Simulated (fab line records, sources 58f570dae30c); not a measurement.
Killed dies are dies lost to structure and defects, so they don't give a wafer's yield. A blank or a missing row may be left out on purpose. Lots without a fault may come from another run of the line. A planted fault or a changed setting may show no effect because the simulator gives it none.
Split-lot experiment | flow berkeley_cmos170 | 5 lots, 27 wafers read, on a route of 331 steps

THE SPLIT
At UCB170_SCREENOX_OXIDATION_01 (target thk 14.4 nm, ox time 2400 s), the setting ox_time_s was moved away from the recipe's 2400 s on 24 of the 27 wafers read, by -39.7% to -24.8%. The other wafers ran this setting at the recipe's value.

The file shows no step between the split and the reading.

THE READING
SCREENOX_OXIDE_THK, in nm, at UCB170_SCREENOX_THK_MEAS_02. Fault-free wafers of this fab line usually give 14.3 nm, standard deviation 0.31 nm.

wafer  | tool, chamber at the split | ox_time_s as run, s | against the recipe | SCREENOX_OXIDE_THK, nm | against lot-mates on the recipe
L075.1 | -, -                       | 1624                | -32.3%             | 11.4                   | no lot-mate on the recipe
L075.2 | -, -                       | 1624                | -32.3%             | 11.1                   | no lot-mate on the recipe
L075.3 | -, -                       | 1624                | -32.3%             | 11.4                   | no lot-mate on the recipe
L075.4 | -, -                       | 1624                | -32.3%             | 11.3                   | no lot-mate on the recipe
L075.5 | -, -                       | 1624                | -32.3%             | 11.3                   | no lot-mate on the recipe
L075.6 | -, -                       | 1624                | -32.3%             | 11.3                   | no lot-mate on the recipe
L076.1 | furnace-01, 0              | 2400                | recipe             | 14.4                   | -
L076.3 | furnace-01, 0              | 2400                | recipe             | 14.3                   | -
L076.6 | furnace-01, 0              | 2400                | recipe             | 14.4                   | -
L080.1 | -, -                       | 1451                | -39.5%             | 9.8                    | no lot-mate on the recipe
L080.2 | -, -                       | 1451                | -39.5%             | 9.7                    | no lot-mate on the recipe
L080.3 | -, -                       | 1451                | -39.5%             | 9.8                    | no lot-mate on the recipe
L080.4 | -, -                       | 1451                | -39.5%             | 9.9                    | no lot-mate on the recipe
L080.5 | -, -                       | 1451                | -39.5%             | 9.7                    | no lot-mate on the recipe
L080.6 | -, -                       | 1451                | -39.5%             | 10.0                   | no lot-mate on the recipe
L082.1 | -, -                       | 1805                | -24.8%             | 11.7                   | no lot-mate on the recipe
L082.2 | -, -                       | 1805                | -24.8%             | 11.8                   | no lot-mate on the recipe
L082.3 | -, -                       | 1805                | -24.8%             | 11.8                   | no lot-mate on the recipe
L082.4 | -, -                       | 1805                | -24.8%             | 11.8                   | no lot-mate on the recipe
L082.5 | -, -                       | 1805                | -24.8%             | 11.8                   | no lot-mate on the recipe
L082.6 | -, -                       | 1805                | -24.8%             | 11.7                   | no lot-mate on the recipe
L085.1 | -, -                       | 1448                | -39.7%             | 9.8                    | no lot-mate on the recipe
L085.2 | -, -                       | 1448                | -39.7%             | 10.0                   | no lot-mate on the recipe
L085.3 | -, -                       | 1448                | -39.7%             | 10.0                   | no lot-mate on the recipe
L085.4 | -, -                       | 1448                | -39.7%             | 9.8                    | no lot-mate on the recipe
L085.5 | -, -                       | 1448                | -39.7%             | 9.9                    | no lot-mate on the recipe
L085.6 | -, -                       | 1448                | -39.7%             | 10.1                   | no lot-mate on the recipe

THE FIT
A straight line over all 27 wafers: SCREENOX_OXIDE_THK changes by +0.113 nm for each +1% of ox_time_s; r = +0.98; the points scatter about the line by 0.27 nm.
Too few moved wafers have a lot-mate on the recipe to fit a line with each lot's own level taken away.

THE WHOLE CHAIN: every reading that the file lists as answering this split, in the file's order
step                         | what it does                       | reading                                                                               | change (the file's fit)               | r (the file's)
UCB170_SCREENOX_OXIDATION_01 | target thk 14.4 nm, ox time 2400 s | SiO2_of_SCREENOX_OXIDATION_01.thk_nm (the simulator's own value, which no gauge read) | +0.114 nm for each +1% of the setting | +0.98
UCB170_SCREENOX_THK_MEAS_02  |                                    | SCREENOX_OXIDE_THK                                                                    | +0.113 for each +1% of the setting    | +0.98

THE FILE'S OWN FIT
SCREENOX_OXIDE_THK changes by +0.113 nm for each +1% of ox_time_s, r = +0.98.
